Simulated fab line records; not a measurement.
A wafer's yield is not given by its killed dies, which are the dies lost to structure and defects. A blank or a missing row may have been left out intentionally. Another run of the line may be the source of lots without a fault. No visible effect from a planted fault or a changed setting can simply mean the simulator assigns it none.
Chamber matching | flow berkeley_cmos170 | UCB170_V2_CMP_02 on cmp-02: 4 sister chambers
The step polishes SiO2. 14 wafers are shown with their chamber, then 7 later ones without.

WAFERS WITH THEIR CHAMBER
wafer  | chamber | motor_current_A (A) | slurry_filter_dp_kPa (kPa)
L554.2 | 2       | 16.7                | 13.60
L554.4 | 0       | 16.3                | 13.48
L554.6 | 1       | 18.9                | 13.74
L558.2 | 2       | 16.3                | 13.55
L558.4 | 1       | 18.0                | 13.56
L558.5 | 3       | 17.2                | 13.54
L562.1 | 3       | 17.7                | 13.40
L562.3 | 1       | 18.2                | 13.52
L562.5 | 3       | 17.3                | 13.30
L568.1 | 1       | 18.2                | 13.52
L568.3 | 0       | 16.1                | 13.44
L568.6 | 3       | 16.7                | 13.55
L567.2 | 2       | 16.1                | 13.69
L567.3 | 0       | 17.1                | 13.40

SIGNATURES, as means of the wafers listed above
reading              | chamber 0 | chamber 1 | chamber 2 | chamber 3 | scatter within a chamber
motor_current_A      | 16.500    | 18.325    | 16.367    | 17.225    | 0.415
slurry_filter_dp_kPa | 13.4400   | 13.5850   | 13.6133   | 13.4475   | 0.0946
Rule: a wafer lies at a distance from a chamber equal to the root of the sum of squares, over the readings, of (its reading less the chamber's mean, divided by the reading's scatter). If the next closest chamber is less than 2 further off than the closest, the wafer can't be placed; otherwise it belongs to the closest. The scatter: the root of (the sum of the squares of (reading less its chamber's mean) over the shown wafers, divided by (wafers less chambers)).

WAFERS WITH NO CHAMBER GIVEN
wafer  | motor_current_A (A) | slurry_filter_dp_kPa (kPa)
L567.6 | 16.4                | 13.55
L571.2 | 17.2                | 13.76
L571.4 | 16.9                | 13.66
L571.6 | 18.0                | 13.68
L573.4 | 15.9                | 13.41
L573.5 | 18.1                | 13.55
L573.6 | 16.7                | 13.53

WHICH CHAMBER EACH WENT THROUGH
wafer  | from the rows above               | in truth
L567.6 | can't be placed: 2 or 0 or 3      | 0
L571.2 | can't be placed: 2 or 1 or 3 or 0 | 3
L571.4 | can't be placed: 2 or 3 or 0      | 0
L571.6 | can't be placed: 1 or 3           | 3
L573.4 | can't be placed: 0 or 2 or 3      | 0
L573.5 | can't be placed: 1 or 3           | 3
L573.6 | can't be placed: 0 or 2 or 3      | 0
Correct placement for 0 of the 7. These rows do not allow placing 7 (true chamber among the candidates in 7). Wrongly placed: 0.
